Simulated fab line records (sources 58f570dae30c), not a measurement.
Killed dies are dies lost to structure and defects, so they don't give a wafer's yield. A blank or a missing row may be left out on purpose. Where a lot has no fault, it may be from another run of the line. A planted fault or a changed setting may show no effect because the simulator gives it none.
Problem report, 8D (eight disciplines) form, completed by code    flow berkeleyCmos170    the parts of the form that need people (team, actions taken, sign-off) are left out

1. PROBLEM STATEMENT
SILICIDE_TI_RS at UCB170_SILICIDE_RS_MEAS_02 reads a mean of 12.1 ohm/sq on 3 wafers of 2 lots; wafers without a fault read 26.1 ohm/sq with a standard deviation of 0.38. Relative to the usual mean, that is a shift of -37 standard deviations.
The step: measures by four-point-probe.
Seen first at day 12 03:58 on filmMetro-04, wafer L128.1. The record holds 16 wafers of 6 lots with a number at this step. Rule for "out", or "out of limits": more than 4 standard deviations from the usual mean. The rest of the wafers with a number are treated as sound.

2. WHAT IT IS, WHAT IT ISN'T
question                     is                          is not
which readings at this step  SILICIDE_TI_RS              -
which lots                   L128, L129                  L116, L117, L124, L130
which wafers of those lots   L128.1, L128.5, L129.3      L128.4
read on which gauges         filmMetro-02, filmMetro-04  -
when                         from day 12 03:58           up to then (10 sound wafers); but 3 sound wafers of L130 came after

3. SUSPECTS, AND WHAT RULES EACH OUT
Counting: if a tool at a process step up to the reading ran every lot that is out, it stays a suspect. Sound lots after the first of them don't rule it out here, since some wafers of a struck lot are sound.
- the gauge at UCB170_SILICIDE_RS_MEAS_02 is ruled out. Those wafers that are out were read across 2 gauges (filmMetro-02, filmMetro-04).
- plasmaAsher-01 at UCB170_BACKSIDE_STRIP_03 (strips in O2): kept. It ran every lot that is out, first L128 (day 12 02:59).
- pvdSputter-03 at UCB170_SILICIDE_SPUTTER_01 (material Ti, target thk 30 nm, time 25 s): kept. It ran every lot that is out, first L128 (day 12 03:56); its last sound lot up to then is L116 (day 10 15:11).
- At UCB170_BACKSIDE_STRIP_03 on plasmaAsher-01, chamber 1 took the sound wafers of the same lots and chamber 0 took the wafers that are out.
Remaining after the count are plasmaAsher-01 at UCB170_BACKSIDE_STRIP_03 and pvdSputter-03 at UCB170_SILICIDE_SPUTTER_01.

4. THE CAUSE (what the simulator had put in)
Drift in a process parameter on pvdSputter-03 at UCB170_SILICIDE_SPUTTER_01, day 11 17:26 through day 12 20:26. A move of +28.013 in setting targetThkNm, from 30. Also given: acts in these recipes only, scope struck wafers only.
This tool is one of the 2 suspects left after counting.

5. SEQUENCE OF EFFECTS, ordered by route
Each row: a reading whose mean over the struck wafers that have a number lies more than 3 standard deviations from the usual. Only readings whose record carries a usual standard deviation are examined. hours: median over the lots of the time between each lot's start at the first step of this table that gives one and its start at this step. sigmas: the change, counted in usual standard deviations.
hours  step                         reading          usual        on struck wafers  change  sigmas
0      UCB170_SILICIDE_RS_MEAS_02   SILICIDE_TI_RS   26.1 ohm/sq  12.1              -14.0   -37
7      UCB170_SILICIDE_THK_MEAS_03  SILICIDE_TI_THK  30.0 nm      58.4              +28.4   +75

6. HOW IT WOULD HAVE BEEN CAUGHT EARLIER
In this record the first reading out of limits at a measuring or inspecting step was taken at day 12 03:58, 11 hours after the fault began at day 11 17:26.
An alarm limit of 4 standard deviations would not have fired on the tool readings at UCB170_SILICIDE_SPUTTER_01 for which the record gives a usual standard deviation, since none of them was out on any struck wafer.
Among the 2 lots that are out, L129 began UCB170_SILICIDE_SPUTTER_01 on pvdSputter-03 after day 12 03:58. It would have been spared by a hold on the tool at that moment.
